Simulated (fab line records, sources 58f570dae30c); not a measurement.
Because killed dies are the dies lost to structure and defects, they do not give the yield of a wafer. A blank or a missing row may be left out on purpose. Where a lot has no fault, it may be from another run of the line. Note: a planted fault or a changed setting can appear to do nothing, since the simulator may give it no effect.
fab line records | flow berkeleyCmos170 | part 1 of 2: steps 1 to 28 of 39
[record] lots = 5 | wafers = 15 | lastDay = 10
route steps=331 shown PSD@186 NSD@187 BACKSIDE@199 SDANNEAL@204 PLDD@208 NLDD@209 SILICIDE@210 CONTACT@216
lots untouched by any fault: they come from a run of this same line in which no faults occurred
startH: hours from the record's opening day to when the first of the lot's shown wafers began | waitH: time in hours since the lot's previous step | " identical to the entry in the row above | L1.1+2: a row that stands for several wafers | - value missing, or start not given | * or withheld: withheld | < > ~ a bound
route shown NAME@n: a module of which the file shows steps, and the number in the route of the first | usual: mean and standard deviation over wafers with no fault | same: alike in all rows | chamber/n: place in a boat | sites: each site's reading | _std_site: standard deviation of those values | _edge_site: mean of outer sites minus mean of inner sites | radiusMm: for every site, how far away it sits from the centre of the wafer | mask NAME#n: copy n | behind: the last tool/chamber to shape the wafer | hold: cause of the lot's hold/its duration in hours/its outcome | device: the n, p or np transistor that did not switch | end of line: the tests these same wafers got at the end of their route | a step with no rows: only its recipe | killed: dies that structure and defects cost at the first sort, which is not the same as the wafer's yield | map: a wafer's dies, x killed, . not, _ none there
set.NAME: setting as actually run; set.NAME@STEP: the setting as run at that earlier step | model.NAME: the simulator's own value behind a step, which no gauge read
certain route steps with their lots: each step a table, each wafer a row
services: a tool's chamber out of use, with start hour (startH, from the record's first day; less than 0 if before it), hours out, and reason
[[steps]]
[step UCB170_PSD_CLEAN_11]
[recipe] chemistry = SPM | tempC = 120 | timeS = 600
lot.wafer  | tool        | chamber | startH | waitH
L075.3+4+6 | wetBench-02 | 3       | 130.95 | 0.1
L077.1+3+5 | wetBench-02 | 1       | 155.25 | 0.4
L084.1+2+5 | wetBench-04 | 2       | 192.71 | 0.2
L087.2+3+6 | wetBench-04 | 1       | 200.47 | 1.9
L089.3+4+6 | wetBench-02 | 2       | 218.49 | 1.1
[step UCB170_NSD_HMDS_00]
[recipe] primeTimeS = 60 | primeTempC = 100
[usual] primeTempC = 99.98/0.13
lot.wafer | tool          | chamber | startH | waitH | primeTempC
L075.3    | lithoTrack-02 | 0       | 131.18 | 0.1   | 99.91
L075.4    | "             | 0       | "      | "     | 99.99
L075.6    | "             | 0       | "      | "     | 99.75
L077.1    | lithoTrack-02 | 0       | 155.56 | 0.1   | 99.80
L077.3    | "             | 0       | "      | "     | 99.78
L077.5    | "             | 0       | "      | "     | 99.99
L084.1    | lithoTrack-02 | 0       | 193.25 | 0.2   | 99.83
L084.2    | "             | 0       | "      | "     | 99.95
L084.5    | "             | 0       | "      | "     | 99.89
L087.2    | lithoTrack-04 | 0       | 201.00 | 0.3   | 100.04
L087.3    | "             | 0       | "      | "     | 99.96
L087.6    | "             | 0       | "      | "     | 100.14
L089.3    | lithoTrack-02 | 0       | 219.20 | 0.5   | 99.97
L089.4    | "             | 0       | "      | "     | 100.02
L089.6    | "             | 0       | "      | "     | 100.24
[step UCB170_NSD_COAT_01]
[recipe] resist = KrF | spinRpm = 1500 | resistThkNm = 900
[usual] spinSpeedRpm = 1500.0/1.1
lot.wafer | tool          | chamber | startH | waitH | spinSpeedRpm
L075.3    | lithoTrack-02 | 0       | 131.33 | 0.1   | 1500.9
L075.4    | "             | 0       | "      | "     | 1500.9
L075.6    | "             | 0       | "      | "     | 1499.0
L077.1    | lithoTrack-02 | 0       | 155.71 | 0.1   | 1501.6
L077.3    | "             | 0       | "      | "     | 1500.0
L077.5    | "             | 0       | "      | "     | 1500.5
L084.1    | lithoTrack-02 | 0       | 193.40 | 0.1   | 1500.8
L084.2    | "             | 0       | "      | "     | 1500.2
L084.5    | "             | 0       | "      | "     | 1497.7
L087.2    | lithoTrack-04 | 0       | 201.15 | 0.1   | 1499.6
L087.3    | "             | 0       | "      | "     | 1500.3
L087.6    | "             | 0       | "      | "     | 1499.3
L089.3    | lithoTrack-02 | 0       | 219.35 | 0.1   | 1499.1
L089.4    | "             | 0       | "      | "     | 1498.7
L089.6    | "             | 0       | "      | "     | 1499.6
[step UCB170_NSD_SOFTBAKE_02]
[recipe] resist = KrF | tempC = 130 | timeS = 60
lot.wafer  | tool          | chamber | startH | waitH
L075.3+4+6 | lithoTrack-02 | 0       | 131.48 | 0.1
L077.1+3+5 | lithoTrack-02 | 0       | 155.86 | 0.1
L084.1+2+5 | lithoTrack-02 | 0       | 193.55 | 0.1
L087.2+3+6 | lithoTrack-04 | 0       | 201.30 | 0.1
L089.3+4+6 | lithoTrack-02 | 0       | 219.50 | 0.1
[step UCB170_NSD_EXPOSE_03]
[recipe] maskId = NSELECT_MOD | na = 0.5 | sigmaOuter = 0.6 | sourceShape = conventional | targetCdNm = 1200 | doseMj = 30
[usual] focusOffsetNm = -0.1/0.54
[same] sigmaOuter = 0.6
lot.wafer | tool          | chamber | startH | waitH | mask          | focusOffsetNm
L075.3    | krfScanner-01 | 0       | 131.62 | 0.1   | NSELECT_MOD#0 | 0.1
L075.4    | "             | 0       | "      | "     | NSELECT_MOD#0 | 0.4
L075.6    | "             | 0       | "      | "     | NSELECT_MOD#0 | 0.0
L077.1    | krfScanner-02 | 0       | 156.01 | 0.1   | NSELECT_MOD#0 | -0.4
L077.3    | "             | 0       | "      | "     | NSELECT_MOD#0 | -0.1
L077.5    | "             | 0       | "      | "     | NSELECT_MOD#0 | 0.5
L084.1    | krfScanner-01 | 0       | 193.70 | 0.1   | NSELECT_MOD#0 | 0.3
L084.2    | "             | 0       | "      | "     | NSELECT_MOD#0 | 0.1
L084.5    | "             | 0       | "      | "     | NSELECT_MOD#0 | 0.8
L087.2    | krfScanner-01 | 0       | 201.57 | 0.2   | NSELECT_MOD#0 | 0.0
L087.3    | "             | 0       | "      | "     | NSELECT_MOD#0 | -0.6
L087.6    | "             | 0       | "      | "     | NSELECT_MOD#0 | -0.3
L089.3    | krfScanner-01 | 0       | 220.09 | 0.6   | NSELECT_MOD#0 | 0.2
L089.4    | "             | 0       | "      | "     | NSELECT_MOD#0 | -0.1
L089.6    | "             | 0       | "      | "     | NSELECT_MOD#0 | 0.4
[step UCB170_NSD_PEB_04]
[recipe] pebTempC = 130 | pebTimeS = withheld | resist = KrF
lot.wafer  | tool          | chamber | startH | waitH
L075.3+4+6 | lithoTrack-03 | 0       | 131.85 | 0.2
L077.1+3+5 | lithoTrack-03 | 0       | 156.27 | 0.2
L084.1+2+5 | lithoTrack-02 | 0       | 193.82 | 0.1
L087.2+3+6 | lithoTrack-04 | 0       | 201.90 | 0.3
L089.3+4+6 | lithoTrack-04 | 0       | 220.84 | 0.7
[step UCB170_NSD_DEVELOP_05]
[recipe] developer = TMAH | developTimeS = 45 | resist = KrF | devTempC = 21
lot.wafer  | tool          | chamber | startH | waitH
L075.3+4+6 | lithoTrack-03 | 0       | -      | -
L077.1+3+5 | lithoTrack-03 | 0       | -      | -
L084.1+2+5 | lithoTrack-02 | 0       | -      | -
L087.2+3+6 | lithoTrack-04 | 0       | -      | -
L089.3+4+6 | lithoTrack-04 | 0       | -      | -
[step UCB170_NSD_CD_MEAS_06]
[recipe] targetCdNm = 1200
[usual] cdNm = 1199.7/1.4
lot.wafer | tool     | chamber | startH | waitH | cdNm
L075.3    | cdSem-01 | -       | 132.21 | -     | 1200.5
L075.4    | "        | -       | "      | "     | 1201.4
L075.6    | "        | -       | "      | "     | 1201.6
L077.1    | cdSem-02 | -       | 156.55 | -     | 1199.0
L077.3    | "        | -       | "      | "     | 1198.0
L077.5    | "        | -       | "      | "     | 1198.8
L084.1    | cdSem-02 | -       | 194.10 | -     | 1200.3
L084.2    | "        | -       | "      | "     | 1200.3
L084.5    | "        | -       | "      | "     | 1200.7
L087.2    | cdSem-01 | -       | 202.17 | -     | 1199.4
L087.3    | "        | -       | "      | "     | 1198.4
L087.6    | "        | -       | "      | "     | 1198.9
L089.3    | cdSem-01 | -       | 221.10 | -     | 1198.0
L089.4    | "        | -       | "      | "     | 1198.9
L089.6    | "        | -       | "      | "     | 1200.5
[step UCB170_NSD_OVL_MEAS_07]
[usual] NSD_OVL = -6/5.7
lot.wafer | tool       | chamber | startH | waitH | NSD_OVL[nm]
L075.3    | overlay-02 | -       | 132.31 | 0.1   | -14
L075.4    | "          | -       | "      | "     | 1
L075.6    | "          | -       | "      | "     | -1
L077.1    | overlay-02 | -       | 156.67 | 0.1   | -3
L077.3    | "          | -       | "      | "     | -15
L077.5    | "          | -       | "      | "     | -2
L084.1    | overlay-01 | -       | 194.22 | 0.1   | 1
L084.2    | "          | -       | "      | "     | -15
L084.5    | "          | -       | "      | "     | 4
L087.2    | overlay-02 | -       | 202.28 | 0.1   | 0
L087.3    | "          | -       | "      | "     | -10
L087.6    | "          | -       | "      | "     | 6
L089.3    | overlay-01 | -       | 221.19 | 0.1   | -1
L089.4    | "          | -       | "      | "     | -7
L089.6    | "          | -       | "      | "     | -4
[step UCB170_NSD_IMPLANT_08]
[recipe] species = P | doseCm2 = 3e+15 | energyKev = 40 | tiltDeg = 7
[usual] doseIonsCm2 = 2.9992e+15/2.9e+12 | tiltDeg = 6.997/0.021
lot.wafer | tool         | chamber | startH | waitH | doseIonsCm2 | tiltDeg
L075.3    | implanter-01 | 0       | 132.38 | 0.1   | 3.0023e+15  | 6.989
L075.4    | "            | 0       | "      | "     | 3.0019e+15  | 6.986
L075.6    | "            | 0       | "      | "     | 3.0033e+15  | 6.973
L077.1    | implanter-04 | 0       | 156.70 | 0.0   | 3.0026e+15  | 6.984
L077.3    | "            | 0       | "      | "     | 2.9979e+15  | 6.961
L077.5    | "            | 0       | "      | "     | 2.9978e+15  | 6.993
L084.1    | implanter-04 | 0       | 194.25 | 0.0   | 2.9986e+15  | 7.005
L084.2    | "            | 0       | "      | "     | 2.9968e+15  | 7.015
L084.5    | "            | 0       | "      | "     | 3.0001e+15  | 7.017
L087.2    | implanter-03 | 0       | 202.33 | 0.0   | 2.9947e+15  | 7.036
L087.3    | "            | 0       | "      | "     | 3e+15       | 7.027
L087.6    | "            | 0       | "      | "     | 2.9989e+15  | 7.009
L089.3    | implanter-04 | 0       | 221.27 | 0.1   | 3.005e+15   | 7.022
L089.4    | "            | 0       | "      | "     | 3.0011e+15  | 7.063
L089.6    | "            | 0       | "      | "     | 3.0062e+15  | 7.028
[step UCB170_NSD_STRIP_09]
[recipe] chemistry = O2 | powerW = 400 | pressureMtorr = 3500 | platenTempC = withheld | o2FlowSccm = 400 | overashFraction = 0.5
[usual] drypumpMotorCurrentA = 5.6/0.7 | oesProductAu = 0.534/0.0048 | stripTimeToEndpointS = 35.85/0.068
lot.wafer | tool           | chamber | startH | waitH | drypumpMotorCurrentA | oesProductAu | rfHoursCounterH | stripTimeToEndpointS
L075.3    | plasmaAsher-01 | 0       | 132.51 | 0.1   | 5.9                  | 0.536        | -               | 35.88
L075.4    | "              | 1       | "      | "     | 4.6                  | 0.542        | -               | 35.82
L075.6    | "              | 1       | "      | "     | 4.6                  | 0.528        | -               | 35.79
L077.1    | plasmaAsher-03 | 1       | 156.85 | 0.1   | 5.7                  | 0.526        | 43              | 35.78
L077.3    | "              | 0       | "      | "     | 5.1                  | 0.530        | -               | 35.84
L077.5    | "              | 1       | "      | "     | 5.7                  | 0.539        | -               | 35.86
L084.1    | plasmaAsher-04 | 0       | 194.40 | 0.1   | 6.6                  | 0.532        | 52              | 35.89
L084.2    | "              | 1       | "      | "     | 6.5                  | 0.529        | 52              | 35.92
L084.5    | "              | 1       | "      | "     | 6.5                  | 0.533        | -               | 35.94
L087.2    | plasmaAsher-01 | 0       | 202.46 | 0.1   | 5.9                  | 0.533        | 44              | 35.91
L087.3    | "              | 0       | "      | "     | 5.9                  | 0.545        | -               | 35.97
L087.6    | "              | 1       | "      | "     | 4.7                  | 0.534        | -               | 35.92
L089.3    | plasmaAsher-01 | 1       | 221.40 | 0.1   | 4.7                  | 0.534        | -               | 35.73
L089.4    | "              | 0       | "      | "     | 5.9                  | 0.535        | -               | 35.78
L089.6    | "              | 0       | "      | "     | 5.9                  | 0.535        | -               | 35.80
[step UCB170_NSD_TW_MEAS_10]
[usual] NSD_TW = 4161/33
lot.wafer | tool         | chamber | startH | waitH | NSD_TW
L075.3    | filmMetro-03 | -       | 132.60 | 0.1   | 4232
L075.4    | "            | -       | "      | "     | 4227
L075.6    | "            | -       | "      | "     | 4235
L077.1    | filmMetro-03 | -       | 156.95 | 0.1   | 4181
L077.3    | "            | -       | "      | "     | 4180
L077.5    | "            | -       | "      | "     | 4163
L084.1    | filmMetro-03 | -       | 194.50 | 0.1   | 4203
L084.2    | "            | -       | "      | "     | 4196
L084.5    | "            | -       | "      | "     | 4206
L087.2    | filmMetro-01 | -       | 202.57 | 0.1   | 4188
L087.3    | "            | -       | "      | "     | 4174
L087.6    | "            | -       | "      | "     | 4180
L089.3    | filmMetro-02 | -       | 221.49 | 0.1   | 4143
L089.4    | "            | -       | "      | "     | 4120
L089.6    | "            | -       | "      | "     | 4124
[step UCB170_NSD_CLEAN_11]
[recipe] chemistry = SPM | tempC = 120 | timeS = 600
lot.wafer  | tool        | chamber | startH | waitH
L075.3+4+6 | wetBench-01 | 1       | 132.64 | 0.0
L077.1+3+5 | wetBench-01 | 1       | 157.21 | 0.2
L084.1+2+5 | wetBench-04 | 3       | 194.56 | 0.1
L087.2+3+6 | wetBench-01 | 1       | 203.88 | 1.3
L089.3+4+6 | wetBench-01 | 1       | 221.66 | 0.2
[step UCB170_BACKSIDE_HMDS_00]
[recipe] primeTimeS = 60 | primeTempC = 100
[usual] primeTempC = 100.04/0.13
lot.wafer | tool          | chamber | startH | waitH | primeTempC
L075.3    | lithoTrack-03 | 0       | 132.86 | 0.1   | 99.89
L075.4    | "             | 0       | "      | "     | 99.87
L075.6    | "             | 0       | "      | "     | 100.03
L077.1    | lithoTrack-03 | 0       | 157.42 | 0.0   | 100.12
L077.3    | "             | 0       | "      | "     | 99.95
L077.5    | "             | 0       | "      | "     | 100.10
L084.1    | lithoTrack-03 | 0       | 194.74 | 0.0   | 99.98
L084.2    | "             | 0       | "      | "     | 100.13
L084.5    | "             | 0       | "      | "     | 100.07
L087.2    | lithoTrack-01 | 0       | 204.10 | 0.0   | 100.30
L087.3    | "             | 0       | "      | "     | 99.92
L087.6    | "             | 0       | "      | "     | 99.92
L089.3    | lithoTrack-03 | 0       | 221.88 | 0.1   | 99.96
L089.4    | "             | 0       | "      | "     | 100.18
L089.6    | "             | 0       | "      | "     | 99.95
[step UCB170_BACKSIDE_COAT_01]
[recipe] resist = KrF | spinRpm = 1500 | resistThkNm = 900
[usual] spinSpeedRpm = 1499.9/0.89
lot.wafer | tool          | chamber | startH | waitH | spinSpeedRpm
L075.3    | lithoTrack-03 | 0       | 133.01 | 0.1   | 1498.8
L075.4    | "             | 0       | "      | "     | 1501.0
L075.6    | "             | 0       | "      | "     | 1500.0
L077.1    | lithoTrack-03 | 0       | 157.57 | 0.1   | 1499.6
L077.3    | "             | 0       | "      | "     | 1500.4
L077.5    | "             | 0       | "      | "     | 1501.2
L084.1    | lithoTrack-03 | 0       | 194.89 | 0.1   | 1500.7
L084.2    | "             | 0       | "      | "     | 1499.3
L084.5    | "             | 0       | "      | "     | 1499.4
L087.2    | lithoTrack-01 | 0       | 204.25 | 0.1   | 1500.9
L087.3    | "             | 0       | "      | "     | 1500.3
L087.6    | "             | 0       | "      | "     | 1501.0
L089.3    | lithoTrack-03 | 0       | 222.03 | 0.1   | 1499.4
L089.4    | "             | 0       | "      | "     | 1499.8
L089.6    | "             | 0       | "      | "     | 1499.4
[step UCB170_BACKSIDE_SOFTBAKE_02]
[recipe] resist = KrF | tempC = 130 | timeS = 60
lot.wafer  | tool          | chamber | startH | waitH
L075.3+4+6 | lithoTrack-03 | 0       | 133.16 | 0.1
L077.1+3+5 | lithoTrack-03 | 0       | 157.72 | 0.1
L084.1+2+5 | lithoTrack-03 | 0       | 195.04 | 0.1
L087.2+3+6 | lithoTrack-01 | 0       | 204.40 | 0.1
L089.3+4+6 | lithoTrack-03 | 0       | 222.18 | 0.1
[step UCB170_BACKSIDE_STRIP_03]
[recipe] chemistry = O2 | powerW = 400 | pressureMtorr = 3500 | platenTempC = withheld | o2FlowSccm = 400 | overashFraction = 0.5
[usual] drypumpMotorCurrentA = 6.0/0.57 | oesProductAu = 0.734/0.0046 | stripTimeToEndpointS = 22.01/0.061
lot.wafer | tool           | chamber | startH | waitH | drypumpMotorCurrentA | oesProductAu | rfHoursCounterH | stripTimeToEndpointS
L075.3    | plasmaAsher-03 | 0       | 133.30 | 0.1   | 5.1                  | 0.736        | -               | 22.14
L075.4    | "              | 1       | "      | "     | 5.7                  | 0.734        | -               | 22.00
L075.6    | "              | 1       | "      | "     | 5.7                  | 0.732        | -               | 22.02
L077.1    | plasmaAsher-03 | 1       | 157.87 | 0.1   | 5.7                  | 0.727        | 43              | 22.03
L077.3    | "              | 1       | "      | "     | 5.7                  | 0.732        | -               | 21.99
L077.5    | "              | 0       | "      | "     | 5.1                  | 0.726        | -               | 21.98
L084.1    | plasmaAsher-04 | 0       | 195.19 | 0.1   | 6.6                  | 0.738        | 52              | 21.85
L084.2    | "              | 1       | "      | "     | 6.5                  | 0.738        | 52              | 21.88
L084.5    | "              | 0       | "      | "     | 6.5                  | 0.738        | -               | 21.90
L087.2    | plasmaAsher-02 | 0       | 204.52 | 0.1   | 5.6                  | 0.733        | 7               | 21.95
L087.3    | "              | 1       | "      | "     | 6.4                  | 0.746        | -               | 21.92
L087.6    | "              | 1       | "      | "     | 6.5                  | 0.729        | -               | 22.01
L089.3    | plasmaAsher-02 | 1       | 222.32 | 0.1   | 6.3                  | 0.733        | -               | 22.03
L089.4    | "              | 0       | "      | "     | 5.6                  | 0.731        | -               | 22.02
L089.6    | "              | 0       | "      | "     | 5.6                  | 0.741        | -               | 21.98
[step UCB170_BACKSIDE_CLEAN_04]
[recipe] chemistry = SPM | tempC = 120 | timeS = 600
lot.wafer  | tool        | chamber | startH | waitH
L075.3+4+6 | wetBench-01 | 3       | 133.36 | 0.0
L077.1+3+5 | wetBench-01 | 0       | 157.97 | 0.1
L084.1+2+5 | wetBench-04 | 0       | 195.29 | 0.1
L087.2+3+6 | wetBench-01 | 2       | 204.67 | 0.1
L089.3+4+6 | wetBench-01 | 0       | 222.54 | 0.2
[step UCB170_SDANNEAL_RTA_00]
[recipe] tempC = 900 | timeS = 10 | ambient = N2
[usual] lampPowerPct = 24/4.2 | wafer_temp_C_max = 903.9/1.2
lot.wafer | tool         | chamber | startH | waitH | lampPowerPct | wafer_temp_C_max
L075.3    | rtpAnneal-02 | 0       | 133.56 | 0.0   | 20           | 903.8
L075.4    | "            | 0       | "      | "     | 20           | 903.4
L075.6    | "            | 0       | "      | "     | 20           | 904.6
L077.1    | rtpAnneal-02 | 0       | 158.18 | 0.0   | 20           | 902.5
L077.3    | "            | 0       | "      | "     | 20           | 903.2
L077.5    | "            | 0       | "      | "     | 20           | 903.1
L084.1    | rtpAnneal-01 | 0       | 195.46 | 0.0   | 29           | 904.4
L084.2    | "            | 0       | "      | "     | 29           | 905.0
L084.5    | "            | 0       | "      | "     | 29           | 903.8
L087.2    | rtpAnneal-01 | 0       | 204.87 | 0.0   | 29           | 904.2
L087.3    | "            | 0       | "      | "     | 29           | 905.9
L087.6    | "            | 0       | "      | "     | 29           | 904.2
L089.3    | rtpAnneal-02 | 0       | 222.74 | 0.0   | 20           | 903.0
L089.4    | "            | 0       | "      | "     | 20           | 903.0
L089.6    | "            | 0       | "      | "     | 20           | 904.4
[step UCB170_SDANNEAL_RTA_01]
[recipe] tempC = 1050 | timeS = 5 | ambient = N2
[usual] lampPowerPct = 37/6.5 | wafer_temp_C_max = 1054.5/1.3
lot.wafer | tool         | chamber | startH | waitH | lampPowerPct | wafer_temp_C_max
L075.3    | rtpAnneal-02 | 0       | 133.63 | 0.1   | 31           | 1053.7
L075.4    | "            | 0       | "      | "     | 31           | 1054.4
L075.6    | "            | 0       | "      | "     | 31           | 1054.1
L077.1    | rtpAnneal-02 | 0       | 158.25 | 0.1   | 31           | 1054.5
L077.3    | "            | 0       | "      | "     | 31           | 1054.8
L077.5    | "            | 0       | "      | "     | 31           | 1053.5
L084.1    | rtpAnneal-01 | 0       | 195.53 | 0.1   | 44           | 1053.9
L084.2    | "            | 0       | "      | "     | 44           | 1055.8
L084.5    | "            | 0       | "      | "     | 44           | 1055.6
L087.2    | rtpAnneal-01 | 0       | 204.94 | 0.1   | 44           | 1057.2
L087.3    | "            | 0       | "      | "     | 44           | 1055.5
L087.6    | "            | 0       | "      | "     | 44           | 1055.8
L089.3    | rtpAnneal-02 | 0       | 222.81 | 0.1   | 31           | 1053.4
L089.4    | "            | 0       | "      | "     | 31           | 1053.8
L089.6    | "            | 0       | "      | "     | 31           | 1054.9
[step UCB170_SDANNEAL_RS_MEAS_02]
[recipe] thkMeasGauge = four-point-probe
[usual] PSD_RS = 75.66/0.26
lot.wafer | tool         | chamber | startH | waitH | PSD_RS[ohm/sq]
L075.3    | filmMetro-03 | -       | 133.70 | 0.1   | 75.85
L075.4    | "            | -       | "      | "     | 75.54
L075.6    | "            | -       | "      | "     | 75.48
L077.1    | filmMetro-01 | -       | 158.30 | 0.0   | 75.97
L077.3    | "            | -       | "      | "     | 76.18
L077.5    | "            | -       | "      | "     | 75.68
L084.1    | filmMetro-01 | -       | 195.59 | 0.0   | 75.54
L084.2    | "            | -       | "      | "     | 75.74
L084.5    | "            | -       | "      | "     | 75.24
L087.2    | filmMetro-01 | -       | 205.01 | 0.1   | 75.77
L087.3    | "            | -       | "      | "     | 75.45
L087.6    | "            | -       | "      | "     | 75.76
L089.3    | filmMetro-02 | -       | 222.88 | 0.1   | 75.90
L089.4    | "            | -       | "      | "     | 75.56
L089.6    | "            | -       | "      | "     | 75.82
[step UCB170_SDANNEAL_RS_MEAS_03]
[recipe] thkMeasGauge = four-point-probe
[usual] NSD_RS = 37.29/0.086
lot.wafer | tool         | chamber | startH | waitH | NSD_RS[ohm/sq]
L075.3    | filmMetro-03 | -       | 133.82 | 0.1   | 37.32
L075.4    | "            | -       | "      | "     | 37.39
L075.6    | "            | -       | "      | "     | 37.31
L077.1    | filmMetro-01 | -       | 158.42 | 0.1   | 37.31
L077.3    | "            | -       | "      | "     | 37.21
L077.5    | "            | -       | "      | "     | 37.17
L084.1    | filmMetro-01 | -       | 195.71 | 0.1   | 37.20
L084.2    | "            | -       | "      | "     | 37.26
L084.5    | "            | -       | "      | "     | 37.12
L087.2    | filmMetro-01 | -       | 205.13 | 0.1   | 37.17
L087.3    | "            | -       | "      | "     | 37.11
L087.6    | "            | -       | "      | "     | 37.18
L089.3    | filmMetro-02 | -       | 223.00 | 0.1   | 37.27
L089.4    | "            | -       | "      | "     | 37.28
L089.6    | "            | -       | "      | "     | 37.26
[step UCB170_SDANNEAL_RS_MEAS_04]
[recipe] thkMeasGauge = four-point-probe
[usual] PLDD_RS = 1031.8/2.9
lot.wafer | tool         | chamber | startH | waitH | PLDD_RS[ohm/sq]
L075.3    | filmMetro-03 | -       | 133.94 | 0.1   | 1031.6
L075.4    | "            | -       | "      | "     | 1030.4
L075.6    | "            | -       | "      | "     | 1029.2
L077.1    | filmMetro-01 | -       | 158.54 | 0.1   | 1029.1
L077.3    | "            | -       | "      | "     | 1031.4
L077.5    | "            | -       | "      | "     | 1030.2
L084.1    | filmMetro-01 | -       | 195.83 | 0.1   | 1033.7
L084.2    | "            | -       | "      | "     | 1034.9
L084.5    | "            | -       | "      | "     | 1032.6
L087.2    | filmMetro-01 | -       | 205.25 | 0.1   | 1029.5
L087.3    | "            | -       | "      | "     | 1031.3
L087.6    | "            | -       | "      | "     | 1029.8
L089.3    | filmMetro-02 | -       | 223.12 | 0.1   | 1031.8
L089.4    | "            | -       | "      | "     | 1031.8
L089.6    | "            | -       | "      | "     | 1029.5
[step UCB170_SDANNEAL_RS_MEAS_05]
[recipe] thkMeasGauge = four-point-probe
[usual] NLDD_RS = 616.4/1.2
lot.wafer | tool         | chamber | startH | waitH | NLDD_RS[ohm/sq]
L075.3    | filmMetro-03 | -       | 134.06 | 0.1   | 617.4
L075.4    | "            | -       | "      | "     | 618.2
L075.6    | "            | -       | "      | "     | 618.0
L077.1    | filmMetro-01 | -       | 158.66 | 0.1   | 616.7
L077.3    | "            | -       | "      | "     | 615.4
L077.5    | "            | -       | "      | "     | 616.0
L084.1    | filmMetro-01 | -       | 195.95 | 0.1   | 616.4
L084.2    | "            | -       | "      | "     | 617.4
L084.5    | "            | -       | "      | "     | 617.5
L087.2    | filmMetro-01 | -       | 205.37 | 0.1   | 615.4
L087.3    | "            | -       | "      | "     | 616.6
L087.6    | "            | -       | "      | "     | 615.3
L089.3    | filmMetro-02 | -       | 223.24 | 0.1   | 615.0
L089.4    | "            | -       | "      | "     | 617.2
L089.6    | "            | -       | "      | "     | 617.9
[step UCB170_SILICIDE_PRE_CLEAN_00]
[recipe] gas = Ar | precleanEtchTimeS = 60
lot.wafer  | tool          | chamber | startH | waitH
L075.3+4+6 | pvdSputter-03 | -       | 134.14 | 0.1
L077.1+3+5 | pvdSputter-03 | -       | 158.78 | 0.1
L084.1+2+5 | pvdSputter-02 | -       | 196.07 | 0.1
L087.2+3+6 | pvdSputter-01 | -       | 205.47 | 0.1
L089.3+4+6 | pvdSputter-02 | -       | 223.32 | 0.1
[step UCB170_SILICIDE_SPUTTER_01]
[recipe] material = Ti | targetThkNm = 30 | timeS = 25 | powerW = 1500 | chamberPressurePa = 0.5
[usual] throttleValvePct = 30.3/0.66
lot.wafer | tool          | chamber | startH | waitH | throttleValvePct
L075.3    | pvdSputter-03 | -       | 134.21 | 0.0   | 29.9
L075.4    | "             | -       | "      | "     | 29.6
L075.6    | "             | -       | "      | "     | 30.4
L077.1    | pvdSputter-03 | -       | 158.85 | 0.0   | 30.3
L077.3    | "             | -       | "      | "     | 30.3
L077.5    | "             | -       | "      | "     | 30.6
L084.1    | pvdSputter-02 | -       | 196.13 | 0.0   | 31.2
L084.2    | "             | -       | "      | "     | 30.4
L084.5    | "             | -       | "      | "     | 30.3
L087.2    | pvdSputter-01 | -       | 205.54 | 0.0   | 29.7
L087.3    | "             | -       | "      | "     | 30.0
L087.6    | "             | -       | "      | "     | 29.8
L089.3    | pvdSputter-02 | -       | 223.39 | 0.0   | 30.3
L089.4    | "             | -       | "      | "     | 30.6
L089.6    | "             | -       | "      | "     | 31.2
[step UCB170_SILICIDE_RS_MEAS_02]
[recipe] thkMeasGauge = four-point-probe | reads = Ti_of_SILICIDE_SPUTTER_01
[usual] SILICIDE_TI_RS = 26.1/0.3
lot.wafer | tool         | chamber | startH | waitH | SILICIDE_TI_RS[ohm/sq]
L075.3    | filmMetro-03 | -       | 134.28 | 0.1   | 26.1
L075.4    | "            | -       | "      | "     | 26.2
L075.6    | "            | -       | "      | "     | 26.2
L077.1    | filmMetro-03 | -       | 158.88 | 0.0   | 26.3
L077.3    | "            | -       | "      | "     | 26.5
L077.5    | "            | -       | "      | "     | 26.3
L084.1    | filmMetro-04 | -       | 196.16 | 0.0   | 26.6
L084.2    | "            | -       | "      | "     | 25.7
L084.5    | "            | -       | "      | "     | 26.7
L087.2    | filmMetro-01 | -       | 205.59 | 0.0   | 25.9
L087.3    | "            | -       | "      | "     | 25.9
L087.6    | "            | -       | "      | "     | 25.8
L089.3    | filmMetro-01 | -       | 223.46 | 0.1   | 26.6
L089.4    | "            | -       | "      | "     | 26.1
L089.6    | "            | -       | "      | "     | 26.2
[step UCB170_SILICIDE_THK_MEAS_03]
[recipe] thkMeasGauge = xrf | reads = Ti_of_SILICIDE_SPUTTER_01
[usual] SILICIDE_TI_THK = 29.7/0.33
lot.wafer | tool         | chamber | startH | waitH | SILICIDE_TI_THK[nm]
L075.3    | filmMetro-03 | -       | 134.38 | 0.1   | 29.4
L075.4    | "            | -       | "      | "     | 29.5
L075.6    | "            | -       | "      | "     | 29.5
L077.1    | filmMetro-03 | -       | 159.00 | 0.1   | 29.3
L077.3    | "            | -       | "      | "     | 29.3
L077.5    | "            | -       | "      | "     | 29.5
L084.1    | filmMetro-04 | -       | 196.28 | 0.1   | 29.3
L084.2    | "            | -       | "      | "     | 30.2
L084.5    | "            | -       | "      | "     | 29.2
L087.2    | filmMetro-01 | -       | 205.70 | 0.1   | 29.8
L087.3    | "            | -       | "      | "     | 29.9
L087.6    | "            | -       | "      | "     | 30.1
L089.3    | filmMetro-01 | -       | 223.56 | 0.1   | 29.2
L089.4    | "            | -       | "      | "     | 29.7
L089.6    | "            | -       | "      | "     | 29.7
